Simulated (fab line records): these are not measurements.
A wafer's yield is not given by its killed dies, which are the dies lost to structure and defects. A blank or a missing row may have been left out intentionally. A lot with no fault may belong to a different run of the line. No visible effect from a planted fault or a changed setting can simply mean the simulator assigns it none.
fab line records	flow rit_cmos
record: lots: 6	wafers: 18	last_day: 8
route steps=202 shown NRETRO@60 PRETRO@64 M1@202
lots untouched by any fault: they come from a run of this same line in which no faults occurred
start_h: the number of hours between the record's first day and the start of the first shown wafer of the lot	wait_h: hours from the lot's prior step to this one	" as in the row above	L1.1+2: one row covering several wafers at once	- no value, or no start given	* or withheld: withheld	< > ~ a bound
route shown NAME@n: names a module that has steps shown in the file, with the first one's number in the route	usual: mean/standard deviation of fault-free wafers	same: alike in all rows	chamber/n: place in a boat	sites: the reading at each site	_std_site: the standard deviation of these	_edge_site: outer sites' mean less inner sites'	radius_mm: how far each site lies from the wafer's centre	mask NAME#n: copy n	behind: the last tool/chamber to shape the wafer	hold: cause of the lot's hold/its duration in hours/its outcome	device: the n, p or np transistor that did not switch	end of line: tests of these same wafers at the route's end	step lacking rows: just its recipe	killed: the dies lost at the first sort to structure and to defects; this is not the yield of the wafer	map: the dies of a wafer, with x for killed, . for not killed, _ for no die there
set.NAME: the run value of the setting; set.NAME@STEP: its run value at that earlier step	model.NAME: the simulator's own value behind a step, which no gauge read
lots seen at some steps along the route; tables by step, rows by wafer
services: when a tool's chamber went out of use (start_h, in hours from the record's first day, below 0 if earlier), for how many hours, and the reason
== steps ==
step: RIT_NRETRO_HARDBAKE_07
recipe: resist: NOVOLAK	temp_c: 140	time_s: 120
step: RIT_NRETRO_IMPLANT_08
recipe: species: P	energy_kev: 70	dose_cm2: 1e+13	tilt_deg: 7
step: RIT_NRETRO_STRIP_09
recipe: chemistry: O2	time_s: 180	resist: NOVOLAK	platen_temp_c: withheld	power_w: 500	pressure_mtorr: 4000	o2_flow_sccm: 4000
usual: drypump_motor_current_A: 5.8/0.54	rf_refl_power_W: 6.4/1.6
lot.wafer	tool	chamber	start_h	wait_h	drypump_motor_current_A	rf_hours_counter_h	rf_refl_power_W
L897.1	plasma_asher-02	1	42.24	0.1	5.5	41	4.0
L897.4	"	1	"	"	5.5	-	4.0
L897.5	"	1	"	"	5.5	-	4.0
L901.1	plasma_asher-01	0	61.92	0.1	5.4	42	5.5
L901.2	"	1	"	"	5.9	42	7.6
L901.5	"	1	"	"	5.9	-	7.8
L902.4	plasma_asher-02	1	67.31	0.1	5.5	-	4.1
L902.5	"	0	"	"	6.6	-	8.6
L902.6	"	1	"	"	5.5	-	4.2
L908.2	plasma_asher-03	1	99.25	0.1	5.0	31	7.6
L908.4	"	0	"	"	6.3	-	5.7
L908.6	"	1	"	"	5.0	-	7.6
L909.1	plasma_asher-02	1	108.71	0.1	5.5	46	4.1
L909.5	"	0	"	"	6.6	-	7.6
L909.6	"	1	"	"	5.5	-	4.0
L915.2	plasma_asher-02	1	146.42	0.1	5.5	50	4.1
L915.4	"	0	"	"	6.6	-	8.0
L915.6	"	1	"	"	5.5	-	4.1
step: RIT_NRETRO_TW_MEAS_10
usual: NRETRO_TW: 1059/6.2
lot.wafer	tool	chamber	start_h	wait_h	NRETRO_TW
L897.1	film_metro-01	-	42.41	0.1	1054
L897.4	"	-	"	"	1053
L897.5	"	-	"	"	1052
L901.1	film_metro-02	-	62.10	0.1	1063
L901.2	"	-	"	"	1062
L901.5	"	-	"	"	1062
L902.4	film_metro-03	-	67.45	0.1	1051
L902.5	"	-	"	"	1057
L902.6	"	-	"	"	1055
L908.2	film_metro-01	-	99.43	0.1	1053
L908.4	"	-	"	"	1052
L908.6	"	-	"	"	1057
L909.1	film_metro-02	-	108.88	0.1	1065
L909.5	"	-	"	"	1064
L909.6	"	-	"	"	1059
L915.2	film_metro-03	-	146.60	0.1	1067
L915.4	"	-	"	"	1066
L915.6	"	-	"	"	1063
step: RIT_PRETRO_HMDS_00
recipe: prime_time_s: 60	prime_temp_c: 140
step: RIT_PRETRO_COAT_01
recipe: resist: NOVOLAK	spin_rpm: 2000	resist_thk_nm: 1300
step: RIT_PRETRO_SOFTBAKE_02
recipe: resist: NOVOLAK	temp_c: 90	time_s: 60
step: RIT_PRETRO_EXPOSE_03
recipe: mask_id: M5	na: 0.57	target_cd_nm: 43700	dose_mj: 250
step: RIT_PRETRO_PEB_04
recipe: resist: NOVOLAK	temp_c: withheld	time_s: withheld
step: RIT_PRETRO_DEVELOP_05
recipe: resist: NOVOLAK	develop_time_s: 68	dev_temp_c: 23
step: RIT_PRETRO_OVL_MEAS_06
usual: PRETRO_OVL: 1.6/1.3
lot.wafer	tool	chamber	start_h	wait_h	PRETRO_OVL[nm]
L897.1	overlay-01	-	43.53	-	2.6
L897.4	"	-	"	"	2.5
L897.5	"	-	"	"	1.2
L901.1	overlay-01	-	63.16	-	0.9
L901.2	"	-	"	"	3.3
L901.5	"	-	"	"	3.3
L902.4	overlay-02	-	68.38	-	3.8
L902.5	"	-	"	"	3.4
L902.6	"	-	"	"	2.5
L908.2	overlay-02	-	100.44	-	2.7
L908.4	"	-	"	"	2.1
L908.6	"	-	"	"	0.2
L909.1	overlay-02	-	109.95	-	-0.4
L909.5	"	-	"	"	2.2
L909.6	"	-	"	"	1.1
L915.2	overlay-02	-	147.66	-	0.0
L915.4	"	-	"	"	1.0
L915.6	"	-	"	"	1.5
step: RIT_PRETRO_HARDBAKE_07
recipe: resist: NOVOLAK	temp_c: 140	time_s: 120
step: RIT_PRETRO_IMPLANT_08
recipe: species: B	energy_kev: 45	dose_cm2: 1.2e+13	tilt_deg: 7
usual: beam_energy_keV: 45.001/0.016
lot.wafer	tool	chamber	start_h	wait_h	beam_energy_keV	model.implant.rp_nm	model.implant.drp_nm
L897.1	implanter-02	0	43.82	0.2	45.014	141.2	55.07
L897.4	"	0	"	"	45.040	141.2	55.07
L897.5	"	0	"	"	45.031	141.2	55.07
L901.1	implanter-03	0	63.45	0.2	50.326	162.7	58.77
L901.2	"	0	"	"	50.322	162.7	58.77
L901.5	"	0	"	"	50.311	162.7	58.77
L902.4	implanter-03	0	68.72	0.2	50.322	162.4	58.77
L902.5	"	0	"	"	50.309	162.4	58.77
L902.6	"	0	"	"	50.310	162.4	58.77
L908.2	implanter-04	0	100.74	0.2	45.001	143.2	55.07
L908.4	"	0	"	"	44.986	143.2	55.07
L908.6	"	0	"	"	44.984	143.2	55.07
L909.1	implanter-02	0	110.23	0.2	45.016	141.7	55.07
L909.5	"	0	"	"	45.013	141.7	55.07
L909.6	"	0	"	"	45.007	141.7	55.07
L915.2	implanter-03	0	147.97	0.2	44.980	141.1	55.07
L915.4	"	0	"	"	44.968	141.1	55.07
L915.6	"	0	"	"	44.986	141.1	55.07
step: RIT_PRETRO_STRIP_09
recipe: chemistry: O2	time_s: 180	resist: NOVOLAK	platen_temp_c: withheld	power_w: 500	pressure_mtorr: 4000	o2_flow_sccm: 4000
usual: drypump_motor_current_A: 5.9/0.48	rf_refl_power_W: 6.0/1.6
lot.wafer	tool	chamber	start_h	wait_h	drypump_motor_current_A	rf_hours_counter_h	rf_refl_power_W
L897.1	plasma_asher-02	1	43.97	0.1	5.4	41	4.0
L897.4	"	1	"	"	5.4	-	4.2
L897.5	"	1	"	"	5.4	-	4.0
L901.1	plasma_asher-02	1	63.60	0.1	5.5	43	4.1
L901.2	"	0	"	"	6.6	43	7.9
L901.5	"	1	"	"	5.5	-	4.1
L902.4	plasma_asher-01	0	68.86	0.1	5.4	-	5.2
L902.5	"	1	"	"	5.9	-	7.9
L902.6	"	0	"	"	5.4	-	5.1
L908.2	plasma_asher-04	1	100.87	0.1	6.1	45	5.0
L908.4	"	0	"	"	5.4	-	6.2
L908.6	"	0	"	"	5.4	-	6.0
L909.1	plasma_asher-04	0	110.38	0.1	5.4	46	6.0
L909.5	"	1	"	"	6.1	-	4.9
L909.6	"	0	"	"	5.4	-	5.8
L915.2	plasma_asher-02	1	148.09	0.1	5.5	50	4.0
L915.4	"	0	"	"	6.6	-	8.2
L915.6	"	1	"	"	5.5	-	4.0
step: RIT_M1_PROBE_99
usual: killed_at_front_end: 7/3.1	killed_dies: 7/3.1	killed_open: 3.3/1.9	killed_short: 3.9/2.1
same: gross_dies: 264	killed_at_M0_to_M3: 0	killed_at_M4_up: 0	killed_at_back_side: 0	killed_at_contacts: 0	killed_at_other: 0
lot.wafer	tool	chamber	start_h	wait_h	killed_at_front_end	killed_dies	killed_open	killed_short	model.etest.nmos_narrow.drive_ua_um	model.etest.nmos_0p3.drive_ua_um	model.etest.nmos_0p3.off_log10_a_um	model.etest.gate_end_array.leak_log10_a_um	model.etest.nmos_narrow.off_log10_a_um	model.etest.diode_nplus_pwell.bv_v	model.etest.cap_n_gate.c_min_ff_um2	model.etest.nmos_0p15.vt_v
L897.1	prober-01	-	73.28	0.1	8	8	4	4	218.2	224.1	-13.21	-13.2	-13.29	5.995	2.376	0.4093
L897.4	prober-01	-	73.43	0.2	10	10	4	6	217.2	221.5	-13.25	-13.05	-13.36	6.027	2.374	0.4131
L897.5	prober-01	-	73.48	0.2	5	5	1	4	214.9	219.3	-13.29	-13.12	-13.3	5.967	2.381	0.3975
L901.1	prober-01	-	93.46	0.1	3	3	2	1	235.5	233.4	-12.87	-12.71	-13.12	5.869	2.287	0.3602
L901.2	prober-01	-	93.51	0.1	5	5	2	3	241.5	238.7	-12.85	-12.66	-12.98	5.903	2.283	0.3508
L901.5	prober-01	-	93.66	0.2	6	6	2	4	240.3	240.5	-12.76	-12.54	-13.02	5.858	2.29	0.3426
L902.4	prober-02	-	98.39	0.2	13	13	5	8	246.1	246.1	-12.88	-12.72	-13	5.892	2.298	0.3623
L902.5	prober-02	-	98.44	0.2	5	5	3	2	242.1	241.8	-12.75	-12.41	-13.08	5.988	2.299	0.3659
L902.6	prober-02	-	98.49	0.2	11	11	6	5	242.2	239.7	-12.82	-12.71	-13.12	5.953	2.288	0.3671
L908.2	prober-02	-	128.97	0.1	6	6	4	2	208.3	212.6	-13.28	-13.12	-13.3	5.917	2.368	0.4468
L908.4	prober-02	-	129.07	0.2	7	7	6	1	210	213.2	-13.08	-12.91	-13.28	6.02	2.376	0.4348
L908.6	prober-02	-	129.17	0.2	6	6	3	3	210.4	214.2	-13.09	-12.86	-13.29	5.919	2.377	0.4269
L909.1	prober-02	-	145.22	0.1	1	1	1	0	225.5	220	-13.03	-12.81	-13.15	5.96	2.39	0.4091
L909.5	prober-02	-	145.42	0.2	7	7	2	5	230.6	223.9	-13.18	-12.98	-13.26	6.01	2.401	0.4111
L909.6	prober-02	-	145.47	0.2	8	8	5	3	224.9	223.9	-13.13	-12.91	-13.37	5.976	2.383	0.4166
L915.2	prober-01	-	180.46	0.1	6	6	2	4	228.2	229.4	-13.05	-12.88	-13.31	6.005	2.373	0.3832
L915.4	prober-01	-	180.56	0.2	12	12	4	8	225.1	228	-12.96	-12.88	-13.15	5.999	2.366	0.3811
L915.6	prober-01	-	180.66	0.2	3	3	1	2	223.5	224.9	-13.11	-12.96	-13.35	6.017	2.376	0.3946
killed by level:class
L897.1 GATE:geometric_particle:short=2 REOX:geometric_particle:open=2 FOX2:geometric_particle:open=1 GATE:geometric_particle:open=1 SPACER:geometric_particle:short=1 SILICIDE:geometric_particle:short=1
L897.4 FOX2:geometric_particle:short=2 GATE:geometric_particle:short=2 FOX1:geometric_particle:open=1 FOX1:geometric_particle:short=1 FOX2:geometric_particle:open=1 GATE:geometric_particle:open=1 SILICIDE:geometric_particle:short=1 SILICIDE:geometric_particle:open=1
L897.5 GATE:geometric_particle:short=1 REOX:geometric_particle:short=1 SPACER:geometric_particle:open=1 SPACER:geometric_particle:short=1 SILICIDE:geometric_particle:short=1
L901.1 GATE:geometric_particle:open=2 GATE:geometric_particle:short=1
L901.2 GATE:geometric_particle:short=2 GATE:geometric_particle:open=1 SPACER:geometric_particle:short=1 SILICIDE:geometric_particle:open=1
L901.5 FOX1:geometric_particle:short=2 SILICIDE:geometric_particle:short=2 GATE:geometric_particle:open=1 SPACER:geometric_particle:open=1
L902.4 GATE:geometric_particle:short=4 FOX1:geometric_particle:short=3 GATE:geometric_particle:open=2 FOX1:geometric_particle:open=1 SILICIDE:geometric_particle:open=1 REOX:geometric_particle:open=1 SILICIDE:geometric_particle:short=1
L902.5 SILICIDE:geometric_particle:open=2 GATE:geometric_particle:short=1 GATE:geometric_particle:open=1 SILICIDE:geometric_particle:short=1
L902.6 GATE:geometric_particle:open=4 GATE:geometric_particle:short=3 FOX2:geometric_particle:open=1 SPACER:geometric_particle:short=1 SILICIDE:geometric_particle:open=1 SILICIDE:geometric_particle:short=1
L908.2 GATE:geometric_particle:open=3 FOX1:geometric_particle:open=1 GATE:geometric_particle:short=1 SPACER:geometric_particle:short=1
L908.4 FOX1:geometric_particle:open=3 FOX1:geometric_particle:short=1 GATE:geometric_particle:open=1 SPACER:geometric_particle:open=1 SILICIDE:geometric_particle:open=1
L908.6 GATE:geometric_particle:open=2 GATE:geometric_particle:short=2 FOX1:geometric_particle:open=1 SPACER:geometric_particle:short=1
L909.1 GATE:geometric_particle:open=1
L909.5 REOX:geometric_particle:short=3 GATE:geometric_particle:open=2 GATE:geometric_particle:short=1 SILICIDE:geometric_particle:short=1
L909.6 FOX2:geometric_particle:open=2 SPACER:geometric_particle:short=2 SPACER:geometric_particle:open=2 FOX2:geometric_particle:short=1 REOX:geometric_particle:open=1
L915.2 SPACER:geometric_particle:short=3 FOX1:geometric_particle:short=1 GATE:geometric_particle:open=1 SPACER:geometric_particle:open=1
L915.4 GATE:geometric_particle:open=3 GATE:geometric_particle:short=3 SPACER:geometric_particle:short=3 FOX1:geometric_particle:open=1 REOX:geometric_particle:short=1 SILICIDE:geometric_particle:short=1
L915.6 GATE:geometric_particle:short=1 SILICIDE:geometric_particle:short=1 SILICIDE:geometric_particle:open=1
== services ==
tool	chamber	start_h	hours	kind
plasma_asher-03	-	27.16	14.6	pm
plasma_asher-04	-	35.24	10.0	pm
plasma_asher-02	-	44.58	1.2	repair
plasma_asher-04	-	47.58	3.2	repair
implanter-04	-	54.73	10.3	repair
implanter-04	-	66.10	15.3	pm
implanter-02	-	88.23	6.2	repair
plasma_asher-02	-	92.16	14.6	pm
plasma_asher-01	-	108.75	9.0	pm
plasma_asher-01	0	108.75	9.0	vent_cycle
plasma_asher-01	1	108.75	9.0	vent_cycle
plasma_asher-03	-	112.93	2.7	repair
plasma_asher-04	-	116.94	2.9	repair
plasma_asher-01	0	117.75	-	clean
plasma_asher-01	1	117.75	-	clean
== key ==
first_sign: step: RIT_PRETRO_IMPLANT_08	reading: beam_energy_keV	direction: up	sigmas: 99+	usual: 45.001	struck: 50.317
effect none on later readings
model_effect: step: RIT_PRETRO_IMPLANT_08	value: implant.rp_nm	without: 146.3	struck: 162.5
model_effect: step: RIT_M1_PROBE_99	value: etest.nmos_narrow.drive_ua_um	without: 228.5	struck: 241.3
met_at RIT_PRETRO_IMPLANT_08
struck_wafers L901.1,L901.2,L901.5,L902.4,L902.5,L902.6
tester_left_out L901,L902
fault: kind: process_parameter_drift	tool: implanter-03	chamber: -	onset_h: 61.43	steps: RIT_PRETRO_IMPLANT_08	channel: energy_kev	offset: 5.323	shape: step	end_h: 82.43	acts_in: these_recipes_only	stated: 45
tester_left_out: of these lots the tester's yield and bins aren't shown, on N5 and GAA mostly nor the transistor test; their killed dies are dies lost to structure and defects alone, not to doping, threshold or leakage, so they don't give the yield
